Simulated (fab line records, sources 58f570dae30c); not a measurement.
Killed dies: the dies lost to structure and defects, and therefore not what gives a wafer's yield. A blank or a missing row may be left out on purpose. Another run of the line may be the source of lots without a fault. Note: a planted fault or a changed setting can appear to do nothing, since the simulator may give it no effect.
Split-lot study :: flow berkeley_cmos170 :: 23 wafers read from 5 lots, route of 331 steps

SPLIT DETAILS
At UCB170_SCREENOX_OXIDATION_01 (target thk 14.4 nm, ox time 2400 s), the setting ox_time_s was moved away from the recipe's 2400 s on 15 of the 23 wafers read, by -12.4% to +11.9%. This setting was run at the recipe's value on the other wafers.

Between the split and the reading, the file records no step.

THE READING
SCREENOX_OXIDE_THK at UCB170_SCREENOX_THK_MEAS_02, in nm. Typical for fault-free wafers on this fab line: 14.25 nm, with standard deviation 0.22 nm.

wafer: L075.1
tool, chamber at the split: -, -
ox_time_s as run, s: 2685
against the recipe: +11.9%
SCREENOX_OXIDE_THK, nm: 15.35
against lot-mates on the recipe: no lot-mate on the recipe

wafer: L075.2
tool, chamber at the split: -, -
ox_time_s as run, s: 2685
against the recipe: +11.9%
SCREENOX_OXIDE_THK, nm: 15.33
against lot-mates on the recipe: no lot-mate on the recipe

wafer: L075.3
tool, chamber at the split: -, -
ox_time_s as run, s: 2685
against the recipe: +11.9%
SCREENOX_OXIDE_THK, nm: 15.64
against lot-mates on the recipe: no lot-mate on the recipe

wafer: L075.4
tool, chamber at the split: -, -
ox_time_s as run, s: 2685
against the recipe: +11.9%
SCREENOX_OXIDE_THK, nm: 15.75
against lot-mates on the recipe: no lot-mate on the recipe

wafer: L075.5
tool, chamber at the split: -, -
ox_time_s as run, s: 2685
against the recipe: +11.9%
SCREENOX_OXIDE_THK, nm: 15.37
against lot-mates on the recipe: no lot-mate on the recipe

wafer: L079.2
tool, chamber at the split: -, -
ox_time_s as run, s: 2281
against the recipe: -5.0%
SCREENOX_OXIDE_THK, nm: 13.78
against lot-mates on the recipe: no lot-mate on the recipe

wafer: L079.3
tool, chamber at the split: -, -
ox_time_s as run, s: 2281
against the recipe: -5.0%
SCREENOX_OXIDE_THK, nm: 13.89
against lot-mates on the recipe: no lot-mate on the recipe

wafer: L079.4
tool, chamber at the split: -, -
ox_time_s as run, s: 2281
against the recipe: -5.0%
SCREENOX_OXIDE_THK, nm: 13.68
against lot-mates on the recipe: no lot-mate on the recipe

wafer: L079.5
tool, chamber at the split: -, -
ox_time_s as run, s: 2281
against the recipe: -5.0%
SCREENOX_OXIDE_THK, nm: 13.77
against lot-mates on the recipe: no lot-mate on the recipe

wafer: L079.6
tool, chamber at the split: -, -
ox_time_s as run, s: 2281
against the recipe: -5.0%
SCREENOX_OXIDE_THK, nm: 13.72
against lot-mates on the recipe: no lot-mate on the recipe

wafer: L082.1
tool, chamber at the split: -, -
ox_time_s as run, s: 2102
against the recipe: -12.4%
SCREENOX_OXIDE_THK, nm: 13.26
against lot-mates on the recipe: no lot-mate on the recipe

wafer: L082.2
tool, chamber at the split: -, -
ox_time_s as run, s: 2102
against the recipe: -12.4%
SCREENOX_OXIDE_THK, nm: 13.20
against lot-mates on the recipe: no lot-mate on the recipe

wafer: L082.4
tool, chamber at the split: -, -
ox_time_s as run, s: 2102
against the recipe: -12.4%
SCREENOX_OXIDE_THK, nm: 13.33
against lot-mates on the recipe: no lot-mate on the recipe

wafer: L082.5
tool, chamber at the split: -, -
ox_time_s as run, s: 2102
against the recipe: -12.4%
SCREENOX_OXIDE_THK, nm: 13.19
against lot-mates on the recipe: no lot-mate on the recipe

wafer: L082.6
tool, chamber at the split: -, -
ox_time_s as run, s: 2102
against the recipe: -12.4%
SCREENOX_OXIDE_THK, nm: 13.32
against lot-mates on the recipe: no lot-mate on the recipe

wafer: L083.1
tool, chamber at the split: -, -
ox_time_s as run, s: 2400
against the recipe: recipe
SCREENOX_OXIDE_THK, nm: 14.09
against lot-mates on the recipe: -

wafer: L083.2
tool, chamber at the split: -, -
ox_time_s as run, s: 2400
against the recipe: recipe
SCREENOX_OXIDE_THK, nm: 13.72
against lot-mates on the recipe: -

wafer: L083.3
tool, chamber at the split: -, -
ox_time_s as run, s: 2400
against the recipe: recipe
SCREENOX_OXIDE_THK, nm: 14.24
against lot-mates on the recipe: -

wafer: L083.4
tool, chamber at the split: -, -
ox_time_s as run, s: 2400
against the recipe: recipe
SCREENOX_OXIDE_THK, nm: 14.14
against lot-mates on the recipe: -

wafer: L083.6
tool, chamber at the split: -, -
ox_time_s as run, s: 2400
against the recipe: recipe
SCREENOX_OXIDE_THK, nm: 13.85
against lot-mates on the recipe: -

wafer: L084.1
tool, chamber at the split: furnace-04, 0
ox_time_s as run, s: 2400
against the recipe: recipe
SCREENOX_OXIDE_THK, nm: 14.54
against lot-mates on the recipe: -

wafer: L084.2
tool, chamber at the split: furnace-04, 0
ox_time_s as run, s: 2400
against the recipe: recipe
SCREENOX_OXIDE_THK, nm: 14.42
against lot-mates on the recipe: -

wafer: L084.5
tool, chamber at the split: furnace-04, 0
ox_time_s as run, s: 2400
against the recipe: recipe
SCREENOX_OXIDE_THK, nm: 14.28
against lot-mates on the recipe: -

THE FIT
A straight line over all 23 wafers: SCREENOX_OXIDE_THK changes by +0.0924 nm for each +1% of ox_time_s; r = +0.96; the points scatter about the line by 0.22 nm.
Too few moved wafers with a lot-mate on the recipe to fit a line net of each lot's own level.

THE WHOLE CHAIN: every reading that the file lists as answering this split, in the file's order
step: UCB170_SCREENOX_OXIDATION_01
what it does: target thk 14.4 nm, ox time 2400 s
reading: SiO2_of_SCREENOX_OXIDATION_01.thk_nm (the simulator's own value, which no gauge read)
change (the file's fit): +0.0915 nm for each +1% of the setting
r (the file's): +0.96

step: UCB170_SCREENOX_THK_MEAS_02
what it does: 
reading: SCREENOX_OXIDE_THK
change (the file's fit): +0.0925 for each +1% of the setting
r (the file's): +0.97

FILE'S OWN FIT
SCREENOX_OXIDE_THK changes by +0.0925 nm for each +1% of ox_time_s, r = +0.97.
